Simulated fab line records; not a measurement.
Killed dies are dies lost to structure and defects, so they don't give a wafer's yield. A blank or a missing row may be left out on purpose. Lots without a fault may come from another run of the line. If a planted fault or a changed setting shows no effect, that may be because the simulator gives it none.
Split-lot experiment    flow rit-cmos    route with 202 steps; 5 lots, 27 wafers read

THE SPLIT
At RIT_SPACER_ETCHBACK_05 (etches Si3N4 in SF6/CHF3, stops on SiO2, target depth 250 nm, time 240 s), the setting target-depth-a was moved away from the recipe's 2500 angstrom on 6 of the 27 wafers read, by -43.4% to +16.4%. For the rest of the wafers, this setting stayed at what the recipe calls for.

The split's own step is where the reading is taken.

THE READING
oes-product-au, in a.u., at RIT_SPACER_ETCHBACK_05 (etches Si3N4 in SF6/CHF3, stops on SiO2, target depth 250 nm, time 240 s). A value of 0.844 a.u. with a standard deviation of 0.016 a.u. is what fault-free wafers of this fab line usually give.

wafer   tool, chamber at the split  target-depth-a as run, angstrom  against the recipe  oes-product-au, a.u.  against lot-mates on the recipe
L074.1  rie-diel-04, 1              2500                             recipe              0.839                 -
L074.3  rie-diel-04, 3              2500                             recipe              0.838                 -
L074.4  rie-diel-04, 1              2500                             recipe              0.840                 -
L076.1  rie-diel-01, 0              2500                             recipe              0.858                 -
L076.2  rie-diel-01, 3              2500                             recipe              0.874                 -
L076.3  rie-diel-01, 1              2500                             recipe              0.817                 -
L076.4  rie-diel-01, 2              2500                             recipe              0.849                 -
L076.5  rie-diel-01, 2              2500                             recipe              0.860                 -
L076.6  rie-diel-01, 1              2500                             recipe              0.821                 -
L077.1  rie-diel-02, 2              2500                             recipe              0.845                 -
L077.2  rie-diel-02, 1              1415                             -43.4%              1.006                 +0.168
L077.3  rie-diel-02, 0              1415                             -43.4%              1.026                 +0.188
L077.4  rie-diel-02, 3              2500                             recipe              0.832                 -
L077.5  rie-diel-02, 0              1415                             -43.4%              1.013                 +0.175
L077.6  rie-diel-02, 1              2500                             recipe              0.837                 -
L078.1  rie-diel-02, 0              2500                             recipe              0.847                 -
L078.2  rie-diel-02, 1              2911                             +16.4%              0.773                 -0.077
L078.3  rie-diel-02, 3              2911                             +16.4%              0.770                 -0.080
L078.4  rie-diel-02, 0              2500                             recipe              0.851                 -
L078.5  rie-diel-02, 3              2500                             recipe              0.851                 -
L078.6  rie-diel-02, 1              2911                             +16.4%              0.776                 -0.074
L085.1  rie-diel-01, 3              2500                             recipe              0.874                 -
L085.2  rie-diel-01, 1              2500                             recipe              0.828                 -
L085.3  rie-diel-01, 2              2500                             recipe              0.848                 -
L085.4  rie-diel-01, 0              2500                             recipe              0.856                 -
L085.5  rie-diel-01, 3              2500                             recipe              0.871                 -
L085.6  rie-diel-01, 2              2500                             recipe              0.840                 -

THE FIT
A straight line over all 27 wafers: oes-product-au changes by -0.00397 a.u. for each +1% of target-depth-a; r = -0.97; the points scatter about the line by 0.015 a.u.
The same after taking each lot's own level away (the mean of its wafers on the recipe; 27 wafers): -0.00417 a.u. for each +1%; r = -0.98; scatter 0.014 a.u.
According to that fit, moving target-depth-a by its largest amount changes the reading by 0.18 a.u.
The lots' own levels span 0.8380 to 0.8528 a.u., that is 0.9 times the standard deviation above.
The two slopes are in agreement: the lot-to-lot level therefore moves the slope only a little.
Check: +0.185 a.u. against its lot-mates is what the line predicts for one of the wafers moved furthest among these (-43.4%) when that wafer is left out of the fit. It came out at +0.168 a.u. against them.
Tool readings at the split's step, against how far the setting was moved: oes-product-au r = -0.97.

OTHER SPLITS ON THESE WAFERS
These wafers also went through other splits before the reading. Each is held against what the fit with the lots' levels taken away leaves over:
other split on the same wafers        wafers away from the commonest value  r with oes-product-au (lot level and that fit taken away)
RIT_ACTIVE_DEVELOP_10 develop-time-s  9                                     -0.40

THE WHOLE CHAIN: every reading that the file lists as answering this split, in the file's order
step                    what it does                                                              reading                                                                         change (the file's fit)                    r (the file's)
RIT_SPACER_ETCHBACK_05  etches Si3N4 in SF6/CHF3, stops on SiO2, target depth 250 nm, time 240 s  oes-product-au                                                                  -0.00415 a.u. for each +1% of the setting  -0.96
RIT_SPACER_ETCHBACK_05  etches Si3N4 in SF6/CHF3, stops on SiO2, target depth 250 nm, time 240 s  etch.depth-nm (the simulator's own value, which no gauge read)                  +0.837 nm for each +1% of the setting      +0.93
RIT_SPACER_ETCHBACK_05  etches Si3N4 in SF6/CHF3, stops on SiO2, target depth 250 nm, time 240 s  poly-Si_of_GATE_CVD_08.thk-nm (the simulator's own value, which no gauge read)  -0.522 nm for each +1% of the setting      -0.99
RIT_SPACER_ETCHBACK_05  etches Si3N4 in SF6/CHF3, stops on SiO2, target depth 250 nm, time 240 s  Si3N4_of_SPACER_CVD_03.thk-nm (the simulator's own value, which no gauge read)  -0.444 nm for each +1% of the setting      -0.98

THE FILE'S OWN FIT
oes-product-au changes by -0.00415 a.u. for each +1% of target-depth-a, r = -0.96.
